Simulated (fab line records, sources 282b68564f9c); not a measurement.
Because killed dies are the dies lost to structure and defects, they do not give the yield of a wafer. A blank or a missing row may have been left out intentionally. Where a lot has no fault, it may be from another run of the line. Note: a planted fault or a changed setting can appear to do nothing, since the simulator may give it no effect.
Comparing a struck lot with a sound one + flow ritCmos + 21 out of 202 route steps
Sound: wafers L819.1, L819.2, L819.6. Struck: wafers L830.1, L830.2, L830.3. The cause is given at the end.
Each step with rows lists, per side, the tool, then ch with its chambers, then its first start. Under that, the readings that differ: sound wafers + struck wafers + difference of the means + sigmas: that difference in standard deviations of wafers without a fault.
alike: readings with means less than 2 such deviations apart, plus words and numbers identical on both sides. not compared: withheld readings, readings lacking a value on some wafer, bounds such as >300 that could conceal the same value, and numbers that have no deviation in the record and whose values overlap.
Wherever a step has rows on one side only, a row that says differs or no value, or a row with sigmas, the two part there. Numbers that have no deviation but don't overlap get no sigmas and don't part them. A reading that every wafer of one side lacks parts them only if that side has two wafers or more.

first, 2 steps without rows for these wafers: RIT_NSD_HMDS_00 (prime time 60 s); RIT_NSD_COAT_01 (resist thk 1000 nm).
RIT_NSD_SOFTBAKE_02: time 61.15 s.
  sound on lithoTrack-03 ch 0, day 3 06:25; struck on lithoTrack-03 ch 0, day 5 14:24
  alike: exhaustPa, plateSensorTCentreC, plateSensorTEdgeC
then, 3 steps without rows for these wafers: RIT_NSD_EXPOSE_03 (exposes mask M9, target cd 40700 nm); RIT_NSD_PEB_04; RIT_NSD_DEVELOP_05 (develop time 50 s).
RIT_NSD_OVL_MEAS_06:
  sound on overlay-02, day 3 07:05; struck on overlay-02, day 5 15:05
  alike: NSD_OVL
then, 2 steps without rows for these wafers: RIT_NSD_HARDBAKE_07 (time 60 s); RIT_NSD_IMPLANT_08.
RIT_NSD_STRIP_09: strips in O2, time 180 s.
  sound on plasmaAsher-03 ch 0,1, day 3 07:26; struck on plasmaAsher-03 ch 0,1, day 5 15:25
  alike: drypumpMotorCurrentA
  not compared: rfHoursCounterH
RIT_NSD_TW_MEAS_10:
  sound on filmMetro-03, day 3 07:36; struck on filmMetro-02, day 5 15:35
  alike: NSD_TW
then, 1 step without rows for these wafers: RIT_PSD_HMDS_00 (prime time 60 s).
RIT_PSD_COAT_01: resist thk 1000 nm.
  sound on lithoTrack-03 ch 0, day 3 07:49; struck on lithoTrack-01 ch 0, day 5 15:48
| reading                                 | sound                | struck               | difference | sigmas      |
|-----------------------------------------|----------------------|----------------------|------------|-------------|
| spinSpeedRpm (rpm)                      | 3248.1 3250.5 3250.3 | 3916.8 3916.3 3915.2 | +666.5     | +99 or more |
| model.NOVOLAK_of_PSD_COAT_01.thkNm (nm) | 1004 1002 1005       | 912.2 913 913.9      | -90.6      |             |
  alike: exhaustPa
RIT_PSD_SOFTBAKE_02: time 62.92 s.
  sound on lithoTrack-03 ch 0, day 3 07:58; struck on lithoTrack-01 ch 0, day 5 15:57
  alike: exhaustPa, plateSensorTCentreC, plateSensorTEdgeC
then, 3 steps without rows for these wafers: RIT_PSD_EXPOSE_03 (exposes mask M10, target cd 40900 nm); RIT_PSD_PEB_04; RIT_PSD_DEVELOP_05 (develop time 50 s).
RIT_PSD_OVL_MEAS_06:
  sound on overlay-01, day 3 08:41; struck on overlay-01, day 5 16:30
  alike: PSD_OVL
RIT_PSD_HARDBAKE_07: time 60 s.
  sound on lithoTrack-04 ch 0, day 3 08:44; struck on lithoTrack-03 ch 0, day 5 16:32
| reading                                 | sound             | struck            | difference | sigmas |
|-----------------------------------------|-------------------|-------------------|------------|--------|
| model.NOVOLAK_of_PSD_COAT_01.thkNm (nm) | 887.5 885.9 887.8 | 806.9 807.6 808.3 | -79.5      |        |
  alike: exhaustPa
after that, 1 step had no rows for these wafers: RIT_PSD_IMPLANT_08.
RIT_M1_PROBE_99:
  rows exist in the record for the struck wafers here (prober-01, day 6 01:02), but not for the sound ones

## WHERE THEY PART
Earliest at RIT_PSD_COAT_01; latest, in this record, at RIT_M1_PROBE_99.

WHY: whatever the simulator had introduced
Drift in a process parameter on lithoTrack-01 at RIT_PSD_COAT_01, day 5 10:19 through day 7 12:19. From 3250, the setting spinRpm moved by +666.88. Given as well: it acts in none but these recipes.
